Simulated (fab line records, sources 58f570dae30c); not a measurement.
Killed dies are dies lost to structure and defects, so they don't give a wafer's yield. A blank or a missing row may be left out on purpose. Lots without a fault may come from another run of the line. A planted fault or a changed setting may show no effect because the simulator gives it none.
Problem report in the 8D (eight disciplines) form, filled by code | flow berkeley_cmos170 | the parts of the form that need people (team, actions taken, sign-off) are left out

1. THE PROBLEM
strip_time_to_endpoint_s at UCB170_PVT_STRIP_08 reads a mean of 20.55 s on 6 wafers of 2 lots; wafers without a fault read 21.64 s with a standard deviation of 0.063. That is -17 standard deviations from the usual mean.
The step: strips in O2.
First seen on wafer L866.1, day 8 11:39, on plasma_asher-01. The record holds 42 wafers of 14 lots with a number at this step. Rule for "out", or "out of limits": more than 4 standard deviations from the usual mean. The other wafers with a number count as sound.

2. WHAT IT IS AND WHAT IT IS NOT
question                    | is                       | is not
which readings at this step | strip_time_to_endpoint_s | drypump_motor_current_A
which lots                  | L866, L867               | L855, L857, L858, L861, L865, L868, L870, L871, L872, L875, L876, L878
which wafers of those lots  | all that have a number   | -
read on which tools         | plasma_asher-01          | plasma_asher-02, plasma_asher-04
when                        | from day 8 11:39         | up to then (15 sound wafers); but 21 sound wafers of L868, L870, L871, L872, L875, L876, L878 came after

3. SUSPECTS, AND WHAT RULES EACH OUT
Counting: a tool at a process step up to the reading stays a suspect if it ran every lot that is out and no sound lot after the first of them.
- litho_track-01 at UCB170_PVT_COAT_01 (resist thk 900 nm): kept. It ran every lot that is out, first L866 (day 8 09:14), and no sound lot after that; its last sound lot up to then is L858 (day 7 10:56).
- plasma_asher-01 at UCB170_PVT_STRIP_08 (strips in O2): ruled out as a lasting fault. Sound lots L868 ran on it after its first lot that is out, L866 (day 8 11:39).
Left after counting: litho_track-01 at UCB170_PVT_COAT_01.

4. THE CAUSE (what the simulator had put in)
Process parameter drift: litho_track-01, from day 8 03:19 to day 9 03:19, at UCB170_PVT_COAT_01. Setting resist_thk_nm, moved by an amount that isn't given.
Counting left only this tool.

5. THE CHAIN OF EFFECTS, in route order
Each row: a reading whose mean over the struck wafers that have a number lies more than 3 standard deviations from the usual. Only readings for which the record gives a usual standard deviation are gone through. hours: the time from each lot's start at the first step in this table that gives one to its start at this step, as a median over the lots. sigmas: the change in usual standard deviations.
hours | step                | reading                  | usual   | on struck wafers | change | sigmas
0     | UCB170_PVT_STRIP_08 | strip_time_to_endpoint_s | 21.64 s | 20.55            | -1.09  | -17
The process steps in it:
- UCB170_PVT_STRIP_08: strips in O2.
Later measuring or inspecting steps at which every struck wafer that the step has a row for has a number for every such reading, and none has moved that far: UCB170_SDANNEAL_RS_MEAS_02, UCB170_V2_BOW_MEAS_03.

6. WHAT WOULD HAVE CAUGHT IT SOONER
In this record the first reading out of limits was taken at day 8 11:39, 8 hours after the fault began at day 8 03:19.
Of the lots that are out (2), L867 began UCB170_PVT_COAT_01 on litho_track-01 after day 8 11:39. A hold on the tool at that time would have spared it.
